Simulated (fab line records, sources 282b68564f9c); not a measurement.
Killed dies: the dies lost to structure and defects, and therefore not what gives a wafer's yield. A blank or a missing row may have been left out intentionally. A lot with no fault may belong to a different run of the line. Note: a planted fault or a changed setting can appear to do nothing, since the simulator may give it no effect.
Which of the tools did it? || flow ritCmos || 13 lots with 39 wafers sampled at 2 steps, on a route of 202 steps

## WHAT THE GAUGES READ, wafer by wafer
Not one reading of a measure or inspect step in the record can be checked against a usual standard deviation.

## TOOL THAT RAN EACH LOT (tool first, then ch and the chambers of the sampled wafers, then the start)
{"lot": "L164", "RIT_GATE_OXIDATION_05": "furnace-04 ch 0, day 2 11:04", "RIT_M1_PROBE_99": "-"}
{"lot": "L165", "RIT_GATE_OXIDATION_05": "furnace-04 ch 0, day 2 13:38", "RIT_M1_PROBE_99": "-"}
{"lot": "L166", "RIT_GATE_OXIDATION_05": "furnace-04 ch 0, day 2 18:03", "RIT_M1_PROBE_99": "-"}
{"lot": "L167", "RIT_GATE_OXIDATION_05": "furnace-04 ch 0, day 3 00:29", "RIT_M1_PROBE_99": "-"}
{"lot": "L169", "RIT_GATE_OXIDATION_05": "furnace-02 ch 0, day 3 10:27", "RIT_M1_PROBE_99": "-"}
{"lot": "L172", "RIT_GATE_OXIDATION_05": "furnace-04 ch 0, day 4 03:24", "RIT_M1_PROBE_99": "-"}
{"lot": "L174", "RIT_GATE_OXIDATION_05": "furnace-04 ch 0, day 4 11:22", "RIT_M1_PROBE_99": "prober-02, day 5 14:25"}
{"lot": "L179", "RIT_GATE_OXIDATION_05": "furnace-02 ch 0, day 5 11:11", "RIT_M1_PROBE_99": "-"}
{"lot": "L180", "RIT_GATE_OXIDATION_05": "furnace-02 ch 0, day 5 18:35", "RIT_M1_PROBE_99": "prober-02, day 6 18:36"}
{"lot": "L183", "RIT_GATE_OXIDATION_05": "furnace-02 ch 0, day 6 09:07", "RIT_M1_PROBE_99": "-"}
{"lot": "L185", "RIT_GATE_OXIDATION_05": "furnace-02 ch 0, day 6 16:55", "RIT_M1_PROBE_99": "-"}
{"lot": "L186", "RIT_GATE_OXIDATION_05": "furnace-02 ch 0, day 6 22:01", "RIT_M1_PROBE_99": "-"}
{"lot": "L187", "RIT_GATE_OXIDATION_05": "furnace-01 ch 0, day 7 05:52", "RIT_M1_PROBE_99": "-"}
- RIT_GATE_OXIDATION_05: target thk 3 nm, ox time 270 s.
- RIT_M1_PROBE_99

## AS READ BY THE TOOLS THEMSELVES (means over the sampled wafers that have a number; for cases with no such wafer, the mark the record gives instead)
RIT_GATE_OXIDATION_05. Usual: spikeTcCentreC 903.3 C, standard deviation 1.2; spikeTcSourceC 922.1 C, standard deviation 2.1; tubeCenterTempC 900 C, standard deviation 0.085; tube_center_temp_C_max 902.3, standard deviation 0.39.
{"lot": "L164", "tool": "furnace-04", "spikeTcCentreC (C)": 904.0, "spikeTcSourceC (C)": 921.3, "tubeCenterTempC (C)": 900, "tube_center_temp_C_max": 902.1, "flag": ""}
{"lot": "L165", "tool": "furnace-04", "spikeTcCentreC (C)": 903.3, "spikeTcSourceC (C)": 921.2, "tubeCenterTempC (C)": 900, "tube_center_temp_C_max": 902.1, "flag": ""}
{"lot": "L166", "tool": "furnace-04", "spikeTcCentreC (C)": 904.2, "spikeTcSourceC (C)": 921.6, "tubeCenterTempC (C)": 900, "tube_center_temp_C_max": 902.0, "flag": ""}
{"lot": "L167", "tool": "furnace-04", "spikeTcCentreC (C)": 902.8, "spikeTcSourceC (C)": 921.3, "tubeCenterTempC (C)": 900, "tube_center_temp_C_max": 902.6, "flag": ""}
{"lot": "L169", "tool": "furnace-02", "spikeTcCentreC (C)": 903.0, "spikeTcSourceC (C)": 921.0, "tubeCenterTempC (C)": 900, "tube_center_temp_C_max": 902.5, "flag": ""}
{"lot": "L172", "tool": "furnace-04", "spikeTcCentreC (C)": 898.9, "spikeTcSourceC (C)": 916.5, "tubeCenterTempC (C)": 895, "tube_center_temp_C_max": 897.2, "flag": "OFF"}
{"lot": "L174", "tool": "furnace-04", "spikeTcCentreC (C)": 899.0, "spikeTcSourceC (C)": 915.9, "tubeCenterTempC (C)": 895, "tube_center_temp_C_max": 897.1, "flag": "OFF"}
{"lot": "L179", "tool": "furnace-02", "spikeTcCentreC (C)": 902.9, "spikeTcSourceC (C)": 919.0, "tubeCenterTempC (C)": 900, "tube_center_temp_C_max": 902.0, "flag": ""}
{"lot": "L180", "tool": "furnace-02", "spikeTcCentreC (C)": 903.8, "spikeTcSourceC (C)": 921.0, "tubeCenterTempC (C)": 900, "tube_center_temp_C_max": 902.2, "flag": ""}
{"lot": "L183", "tool": "furnace-02", "spikeTcCentreC (C)": 902.4, "spikeTcSourceC (C)": 920.5, "tubeCenterTempC (C)": 900, "tube_center_temp_C_max": 902.2, "flag": ""}
{"lot": "L185", "tool": "furnace-02", "spikeTcCentreC (C)": 903.5, "spikeTcSourceC (C)": 920.5, "tubeCenterTempC (C)": 900, "tube_center_temp_C_max": 902.4, "flag": ""}
{"lot": "L186", "tool": "furnace-02", "spikeTcCentreC (C)": 903.2, "spikeTcSourceC (C)": 921.4, "tubeCenterTempC (C)": 900, "tube_center_temp_C_max": 902.3, "flag": ""}
{"lot": "L187", "tool": "furnace-01", "spikeTcCentreC (C)": 900.9, "spikeTcSourceC (C)": 925.1, "tubeCenterTempC (C)": 900, "tube_center_temp_C_max": 902.1, "flag": ""}

RIT_M1_PROBE_99. Usual: killedAtContacts 0.1, standard deviation 0.24; killedAtFrontEnd 7, standard deviation 3.1; killedDies 7, standard deviation 3.1; killedOpen 3.3, standard deviation 2; killedShort 3.4, standard deviation 2.1.
{"lot": "L174", "tool": "prober-02", "killedAtContacts": 0.0, "killedAtFrontEnd": 7, "killedDies": 7, "killedOpen": 1.3, "killedShort": 5.3, "flag": ""}
{"lot": "L180", "tool": "prober-02", "killedAtContacts": 0.0, "killedAtFrontEnd": 7, "killedDies": 7, "killedOpen": 4.3, "killedShort": 2.7, "flag": ""}

## THE ANSWER, worked out from the rows above alone
Rule: a lot counts as off when the mean over its wafers that have a number is more than 3 standard deviations away from the usual mean. Also off: a lot with no number at a reading for which 4 or more lots have one. Any other lot the step has rows for is counted as sound. Order of review: gauges by route order, followed by the tools' own readings, for which a lot's mean as printed above is used. At the first step where some lot is off, the reading lying furthest off is the one used; lots without a number count as furthest.
Off at RIT_GATE_OXIDATION_05 (tubeCenterTempC): L172, L174.
If a tool, at that step or one of the process steps before it, ran each lot that is off and ran no sound lot following the first of them, it fits. One candidate fits, namely furnace-04 at RIT_GATE_OXIDATION_05. A fault onset in the window from L167 (day 3 00:29, its last sound lot) to L172 (day 4 03:24, its first lot off) fits.
The tool's own readings at RIT_GATE_OXIDATION_05 bear it out: on the lots that are off they differ by more than 5 times the standard deviation of the sound lots' means. tubeCenterTempC reads 895 C there against 900 C on the sound lots; tube_center_temp_C_max reads 897.2 there against 902.2 on the sound lots.

## WHAT THE SIMULATOR HAD PUT IN
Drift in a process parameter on furnace-04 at RIT_GATE_OXIDATION_05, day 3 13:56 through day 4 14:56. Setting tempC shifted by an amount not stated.
Struck lots among those shown: L172, L174. The same result came from the rule above.
